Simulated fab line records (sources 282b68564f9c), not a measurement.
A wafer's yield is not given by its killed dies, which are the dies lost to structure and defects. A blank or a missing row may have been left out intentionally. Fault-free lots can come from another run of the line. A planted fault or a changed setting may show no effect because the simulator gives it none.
fab line records    flow ritCmos
record: lots: 7  wafers: 21  lastDay: 7
route steps=202 shown REOX@100 NLDD@103 M1@202
lots untouched by any fault: they come from a run of this same line in which no faults occurred
startH: start of the lot's first displayed wafer, in hours after the record's first day    waitH: how many hours have passed since the lot's step before this one    " the same as in the row above    L1.1+2: one row covering several wafers at once    - no value, or no start was given    * or withheld: withheld    < > ~ a bound
route shown NAME@n: NAME is a module with steps in the file, n the number in the route of the first one    usual: average and standard deviation across the fault-free wafers    same: alike in all rows    chamber/n: place in a boat    sites: readings site by site    _std_site: the standard deviation of these    _edge_site: mean of outer sites minus mean of inner sites    radiusMm: how far each site lies from the wafer's centre    mask NAME#n: copy n    behind: tool/chamber where the wafer was last shaped    hold: the reason the lot was held/the length of the hold in hours/how it ended    device: whichever transistor did not switch (one of n, p or np)    end of line: at the end of the route, the tests of the same wafers    a step given without rows: its recipe and nothing more    killed: not the wafer's yield, but the dies lost to structure and defects at the first sort    map: per-die view of a wafer (x killed, . not killed, _ where there is no die)
set.NAME: the run value of the setting; set.NAME@STEP: its run value at that earlier step    model.NAME: the simulator's own value behind a step, which no gauge read
lots seen at some steps along the route; tables by step, rows by wafer
services: the hour from which a tool's chamber was out of use, counted from the record's first day as startH (under 0 if before that day), plus the number of hours and why
== steps ==
step: RIT_REOX_CLEAN_02
recipe: chemistry: SC2  mix: 3:3:50  timeS: 583.4  tempC: 75  dry: n2Spin
step: RIT_REOX_OXIDATION_03
recipe: tempC: 900  ambient: O2  targetThkA: 252  oxTimeS: 5580
step: RIT_REOX_THK_MEAS_04
recipe: reads: SiO2_of_REOX_OXIDATION_03
usual: REOX_OXIDE_THK: 25.0/0.43
lot.wafer  tool          chamber  startH  waitH  REOX_OXIDE_THK[nm]
L105.2     filmMetro-01  -        43.61   0.0    25.2
L105.3     "             -        "       "      24.7
L105.6     "             -        "       "      25.2
L110.4     filmMetro-02  -        72.92   0.0    26.2
L110.5     "             -        "       "      25.6
L110.6     "             -        "       "      25.8
L112.1     filmMetro-01  -        81.00   0.0    24.5
L112.3     "             -        "       "      24.4
L112.5     "             -        "       "      24.8
L114.1     filmMetro-01  -        89.49   0.0    24.7
L114.3     "             -        "       "      24.8
L114.6     "             -        "       "      24.8
L121.3     filmMetro-03  -        122.64  0.0    24.8
L121.5     "             -        "       "      25.1
L121.6     "             -        "       "      24.9
L124.3     filmMetro-02  -        140.86  0.0    24.5
L124.4     "             -        "       "      24.5
L124.6     "             -        "       "      24.5
L127.3     filmMetro-01  -        155.06  0.0    24.9
L127.5     "             -        "       "      25.0
L127.6     "             -        "       "      25.1
step: RIT_NLDD_HMDS_00
recipe: primeTimeS: 60  primeTempC: 140
step: RIT_NLDD_COAT_01
recipe: resist: NOVOLAK  spinRpm: 3250  resistThkNm: 1000
step: RIT_NLDD_SOFTBAKE_02
recipe: resist: NOVOLAK  tempC: 90  timeS: 60
step: RIT_NLDD_EXPOSE_03
recipe: maskId: M7  na: 0.57  targetCdNm: 40700  doseMj: 250
step: RIT_NLDD_PEB_04
recipe: resist: NOVOLAK  tempC: withheld  timeS: withheld
step: RIT_NLDD_DEVELOP_05
recipe: resist: NOVOLAK  developTimeS: 50  devTempC: 23
step: RIT_NLDD_OVL_MEAS_06
usual: NLDD_OVL: 0.1/1.4
lot.wafer  tool        chamber  startH  waitH  NLDD_OVL[nm]
L105.2     overlay-01  -        44.52   -      3.0
L105.3     "           -        "       "      0.9
L105.6     "           -        "       "      0.6
L110.4     overlay-02  -        73.82   -      -0.8
L110.5     "           -        "       "      1.0
L110.6     "           -        "       "      -0.4
L112.1     overlay-01  -        82.30   -      1.5
L112.3     "           -        "       "      1.6
L112.5     "           -        "       "      1.5
L114.1     overlay-01  -        90.64   -      -3.5
L114.3     "           -        "       "      1.0
L114.6     "           -        "       "      -0.5
L121.3     overlay-02  -        123.72  -      0.1
L121.5     "           -        "       "      -1.1
L121.6     "           -        "       "      -0.9
L124.3     overlay-01  -        141.83  -      2.4
L124.4     "           -        "       "      2.3
L124.6     "           -        "       "      1.3
L127.3     overlay-01  -        155.96  -      -1.1
L127.5     "           -        "       "      0.2
L127.6     "           -        "       "      -2.4
step: RIT_NLDD_HARDBAKE_07
recipe: resist: NOVOLAK  tempC: 140  timeS: 60
step: RIT_NLDD_IMPLANT_08
recipe: species: P  energyKev: 20  doseCm2: 5e+14  tiltDeg: 7
step: RIT_NLDD_STRIP_09
recipe: chemistry: O2  timeS: 180  resist: NOVOLAK  platenTempC: withheld  powerW: 508  pressureMtorr: 4000  o2FlowSccm: 4000
usual: chamberPressureMTorr: 3999/3.7  drypumpMotorCurrentA: 5.4/0.42
same: timeS: 180
lot.wafer  tool            chamber  startH  waitH  chamberPressureMTorr  drypumpMotorCurrentA  rfHoursCounterH
L105.2     plasmaAsher-01  1        44.85   0.1    3999                  5.9                   26
L105.3     "               1        "       "      3997                  5.9                   -
L105.6     "               1        "       "      3998                  5.9                   -
L110.4     plasmaAsher-01  0        74.41   0.1    1995                  4.8                   -
L110.5     "               0        "       "      2004                  4.8                   -
L110.6     "               1        "       "      3998                  5.9                   -
L112.1     plasmaAsher-01  0        82.64   0.1    1997                  4.8                   31
L112.3     "               1        "       "      3995                  5.9                   -
L112.5     "               0        "       "      1996                  4.8                   -
L114.1     plasmaAsher-01  0        90.98   0.1    2004                  4.7                   31
L114.3     "               1        "       "      4000                  5.9                   -
L114.6     "               1        "       "      4002                  5.9                   -
L121.3     plasmaAsher-04  0        124.10  0.1    3994                  5.9                   -
L121.5     "               1        "       "      3994                  5.8                   -
L121.6     "               0        "       "      3993                  5.8                   -
L124.3     plasmaAsher-01  0        142.21  0.1    4001                  4.8                   -
L124.4     "               1        "       "      3997                  5.9                   -
L124.6     "               1        "       "      4002                  5.9                   -
L127.3     plasmaAsher-01  0        156.34  0.1    4002                  4.8                   -
L127.5     "               1        "       "      3996                  5.9                   -
L127.6     "               0        "       "      4003                  4.8                   -
step: RIT_NLDD_TW_MEAS_10
usual: NLDD_TW: 2482/11
lot.wafer  tool          chamber  startH  waitH  NLDD_TW
L105.2     filmMetro-03  -        45.04   0.1    2494
L105.3     "             -        "       "      2489
L105.6     "             -        "       "      2495
L110.4     filmMetro-03  -        74.56   0.1    2474
L110.5     "             -        "       "      2479
L110.6     "             -        "       "      2482
L112.1     filmMetro-04  -        82.81   0.1    2480
L112.3     "             -        "       "      2471
L112.5     "             -        "       "      2478
L114.1     filmMetro-04  -        91.15   0.1    2481
L114.3     "             -        "       "      2468
L114.6     "             -        "       "      2470
L121.3     filmMetro-04  -        124.24  0.1    2501
L121.5     "             -        "       "      2500
L121.6     "             -        "       "      2510
L124.3     filmMetro-02  -        142.35  0.1    2486
L124.4     "             -        "       "      2488
L124.6     "             -        "       "      2479
L127.3     filmMetro-04  -        156.48  0.1    2473
L127.5     "             -        "       "      2477
L127.6     "             -        "       "      2491
step: RIT_M1_PROBE_99
usual: killedAtContacts: 0.1/0.3  killedAtFrontEnd: 6.7/2.6  killedDies: 6.8/2.6  killedOpen: 3.3/1.7  killedShort: 3.4/2
same: grossDies: 264  killed_at_M0_to_M3: 0  killed_at_M4_up: 0  killedAtBackSide: 0  killedAtOther: 0
lot.wafer  tool       chamber  startH  waitH  killedAtContacts  killedAtFrontEnd  killedDies  killedOpen  killedShort
L105.2     prober-01  -        59.95   0.1    1                 5                 6           3           1
L105.3     prober-01  -        60.00   0.2    0                 7                 7           4           3
L105.6     prober-01  -        60.15   0.2    1                 5                 6           2           3
L110.4     prober-02  -        89.54   0.2    1                 9                 10          7           3
L110.5     prober-02  -        89.59   0.2    0                 5                 5           3           2
L110.6     prober-02  -        89.64   0.2    0                 5                 5           3           2
L112.1     prober-02  -        97.91   0.1    0                 5                 5           2           3
L112.3     prober-02  -        98.01   0.2    0                 6                 6           5           1
L112.5     prober-02  -        98.11   0.2    0                 5                 5           4           1
L114.1     prober-01  -        108.10  0.1    0                 6                 6           4           2
L114.3     prober-01  -        108.20  0.2    0                 6                 6           1           5
L114.6     prober-01  -        108.35  0.2    0                 2                 2           2           0
L121.3     prober-01  -        139.73  0.2    0                 8                 8           4           4
L121.5     prober-01  -        139.83  0.2    0                 7                 7           3           4
L121.6     prober-01  -        139.88  0.2    0                 4                 4           2           2
L124.3     prober-02  -        157.57  0.2    0                 8                 8           4           4
L124.4     prober-02  -        157.62  0.2    0                 5                 5           4           1
L124.6     prober-02  -        157.72  0.2    0                 4                 4           3           1
L127.3     prober-01  -        171.90  0.2    0                 11                11          4           7
L127.5     prober-01  -        172.00  0.2    0                 5                 5           3           2
L127.6     prober-01  -        172.05  0.2    0                 3                 3           1           2
killed by level:class
L105.2 REOX:geometricParticle:open=2 GATE:geometricParticle:open=1 SPACER:geometricParticle:short=1 NWELL:coatMicrobubblePrinted=1 CONTACT:coatMicrobubblePrinted=1
L105.3 FOX1:geometricParticle:open=2 SPACER:geometricParticle:short=2 FOX1:geometricParticle:short=1 SPACER:geometricParticle:open=1 SILICIDE:geometricParticle:open=1
L105.6 FOX1:geometricParticle:open=1 FOX1:geometricParticle:short=1 FOX2:geometricParticle:short=1 REOX:geometricParticle:short=1 REOX:geometricParticle:open=1 CONTACT:coatMicrobubblePrinted=1
L110.4 GATE:geometricParticle:open=6 FOX1:geometricParticle:open=1 SPACER:geometricParticle:short=1 SILICIDE:geometricParticle:short=1 CONTACT:geometricParticle:short=1
L110.5 SILICIDE:geometricParticle:short=2 GATE:geometricParticle:open=1 REOX:geometricParticle:open=1 SPACER:geometricParticle:open=1
L110.6 GATE:geometricParticle:open=2 GATE:geometricParticle:short=1 REOX:geometricParticle:short=1 SPACER:geometricParticle:open=1
L112.1 FOX1:geometricParticle:open=1 GATE:geometricParticle:short=1 SPACER:geometricParticle:short=1 SILICIDE:geometricParticle:open=1 SILICIDE:geometricParticle:short=1
L112.3 FOX2:geometricParticle:open=2 GATE:geometricParticle:open=2 GATE:geometricParticle:short=1 SILICIDE:geometricParticle:open=1
L112.5 FOX2:geometricParticle:short=1 FOX2:geometricParticle:open=1 GATE:geometricParticle:open=1 REOX:geometricParticle:open=1 SILICIDE:geometricParticle:open=1
L114.1 FOX1:geometricParticle:open=2 REOX:geometricParticle:open=2 FOX1:geometricParticle:short=1 SPACER:geometricParticle:short=1
L114.3 FOX1:geometricParticle:short=1 GATE:geometricParticle:short=1 REOX:geometricParticle:short=1 REOX:geometricParticle:open=1 SPACER:geometricParticle:short=1 SILICIDE:geometricParticle:short=1
L114.6 FOX2:geometricParticle:open=1 GATE:geometricParticle:open=1
L121.3 GATE:geometricParticle:short=3 REOX:geometricParticle:open=2 FOX2:geometricParticle:short=1 GATE:geometricParticle:open=1 SPACER:geometricParticle:open=1
L121.5 GATE:geometricParticle:short=2 SPACER:geometricParticle:open=2 FOX1:geometricParticle:short=1 GATE:geometricParticle:open=1 REOX:geometricParticle:short=1
L121.6 FOX1:geometricParticle:open=2 FOX2:geometricParticle:short=1 GATE:geometricParticle:short=1
L124.3 SPACER:geometricParticle:open=2 FOX1:geometricParticle:open=1 FOX2:geometricParticle:short=1 FOX2:geometricParticle:open=1 GATE:geometricParticle:short=1 SPACER:geometricParticle:short=1 SILICIDE:geometricParticle:short=1
L124.4 FOX2:geometricParticle:open=2 SPACER:geometricParticle:open=2 SPACER:geometricParticle:short=1
L124.6 FOX2:geometricParticle:open=1 GATE:geometricParticle:open=1 REOX:geometricParticle:short=1 SPACER:geometricParticle:open=1
L127.3 GATE:geometricParticle:open=3 FOX1:geometricParticle:short=2 GATE:geometricParticle:short=2 SILICIDE:geometricParticle:short=2 REOX:geometricParticle:open=1 SPACER:geometricParticle:short=1
L127.5 FOX1:geometricParticle:open=1 FOX1:geometricParticle:short=1 GATE:geometricParticle:short=1 SPACER:geometricParticle:open=1 SILICIDE:geometricParticle:open=1
L127.6 GATE:geometricParticle:short=2 REOX:geometricParticle:open=1
== services ==
tool            chamber  startH  hours  kind
plasmaAsher-04  -        62.96   15.9   pm
== key ==
firstSign: step: RIT_NLDD_STRIP_09  reading: chamberPressureMTorr  direction: down  sigmas: 99+  usual: 3999  struck: 1999
effect none on later readings
metAt RIT_NLDD_STRIP_09
struckWafers L110.4,L110.5,L112.1,L112.5,L114.1
testerLeftOut L110,L112,L114
fault: kind: processParameterDrift  tool: plasmaAsher-01  chamber: 0  onsetH: 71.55  steps: RIT_NLDD_STRIP_09  channel: pressureMtorr  offset: -2000  shape: step  endH: 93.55  actsIn: theseRecipesOnly  stated: 4000
testerLeftOut: of these lots the tester's yield and bins aren't shown, on N5 and GAA mostly nor the transistor test; their killed dies are dies lost to structure and defects alone, not to doping, threshold or leakage, so they don't give the yield
